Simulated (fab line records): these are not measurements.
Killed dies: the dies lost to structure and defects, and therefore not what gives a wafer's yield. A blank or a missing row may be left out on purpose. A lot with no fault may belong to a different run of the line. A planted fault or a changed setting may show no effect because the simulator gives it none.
Split-lot trial -- flow berkeley-cmos170 -- on a route of 331 steps: 5 lots, 23 wafers read

## THE SPLIT ITSELF
At UCB170_SILICIDE_SPUTTER_01 (material Ti, target thk 30 nm, time 25 s), the setting time-s was moved away from the recipe's 25 s on 8 of the 23 wafers read, by -14.8% to +11.0%. This setting was run at the recipe's value on the other wafers.

## FROM SPLIT TO READING: 1 step shown by the file between the two
- UCB170_SILICIDE_RS_MEAS_02: measures by four-point-probe

## THE READING
SILICIDE_TI_THK, in nm, at UCB170_SILICIDE_THK_MEAS_03 (measures by xrf). Fault-free wafers of this fab line usually give 30.29 nm, standard deviation 0.3 nm.

wafer,"tool, chamber at the split","time-s as run, s",against the recipe,"SILICIDE_TI_THK, nm",against lot-mates on the recipe
L074.1,"pvd-sputter-02, -",25,recipe,30.15,-
L074.2,"pvd-sputter-02, -",25,recipe,30.22,-
L074.3,"pvd-sputter-02, -",25,recipe,30.48,-
L074.4,"pvd-sputter-02, -",25,recipe,30.00,-
L074.6,"pvd-sputter-02, -",25,recipe,30.15,-
L075.1,"pvd-sputter-04, -",21.3,-14.8%,25.85,-4.70
L075.2,"pvd-sputter-04, -",25,recipe,30.59,-
L075.3,"pvd-sputter-04, -",21.3,-14.8%,25.63,-4.92
L075.4,"pvd-sputter-04, -",25,recipe,30.58,-
L075.6,"pvd-sputter-04, -",25,recipe,30.47,-
L077.1,"pvd-sputter-02, -",25,recipe,30.34,-
L077.2,"pvd-sputter-02, -",27.74,+11.0%,33.52,+3.31
L077.3,"pvd-sputter-02, -",25,recipe,30.09,-
L077.4,"pvd-sputter-02, -",27.74,+11.0%,33.44,+3.22
L077.6,"pvd-sputter-02, -",27.74,+11.0%,33.42,+3.21
L085.4,"pvd-sputter-04, -",25,recipe,30.25,-
L085.5,"pvd-sputter-04, -",25,recipe,29.99,-
L085.6,"pvd-sputter-04, -",25,recipe,30.01,-
L084.1,"pvd-sputter-02, -",22.35,-10.6%,27.00,-3.14
L084.2,"pvd-sputter-02, -",25,recipe,30.30,-
L084.3,"pvd-sputter-02, -",22.35,-10.6%,26.99,-3.16
L084.4,"pvd-sputter-02, -",22.35,-10.6%,27.01,-3.13
L084.5,"pvd-sputter-02, -",25,recipe,29.99,-

THE FIT
A straight line over all 23 wafers: SILICIDE_TI_THK changes by +0.301 nm for each +1% of time-s; r = +1.00; the points scatter about the line by 0.18 nm.
The same after taking each lot's own level away (the mean of its wafers on the recipe; 23 wafers): +0.307 nm for each +1%; r = +1.00; scatter 0.15 nm.
On that fit, the largest move of time-s shifts the reading by 4.5 nm.
Measured against the standard deviation above, the lots' own levels, which go from 30.083 to 30.547 nm, span 1.5 times it.
Hence the lot-to-lot level has little effect on the slope; both slopes agree.
Check: with one of the wafers moved furthest among these (-14.8%) left out of the fit, the line predicts -4.53 nm for it against its lot-mates. Against them it came out at -4.7 nm.

## OTHER SPLITS ON THESE WAFERS
Before the reading, these wafers also passed through other splits. Each is held against what the fit with the lots' levels taken away leaves over:
other split on the same wafers,wafers away from the commonest value,r with SILICIDE_TI_THK (lot level and that fit taken away)
UCB170_NSD_STRIP_09 power-w,6,+0.11

## THE WHOLE CHAIN: every reading that the file lists as answering this split, in the file's order
step,what it does,reading,change (the file's fit),r (the file's)
UCB170_SILICIDE_SPUTTER_01,"material Ti, target thk 30 nm, time 25 s","Ti_of_SILICIDE_SPUTTER_01.thk-nm (the simulator's own value, which no gauge read)",+0.309 nm for each +1% of the setting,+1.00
UCB170_SILICIDE_RS_MEAS_02,measures by four-point-probe,SILICIDE_TI_RS,-0.352 for each +1% of the setting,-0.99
UCB170_SILICIDE_THK_MEAS_03,measures by xrf,SILICIDE_TI_THK,+0.31 for each +1% of the setting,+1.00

## FILE'S OWN FIT
SILICIDE_TI_THK changes by +0.31 nm for each +1% of time-s, r = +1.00.
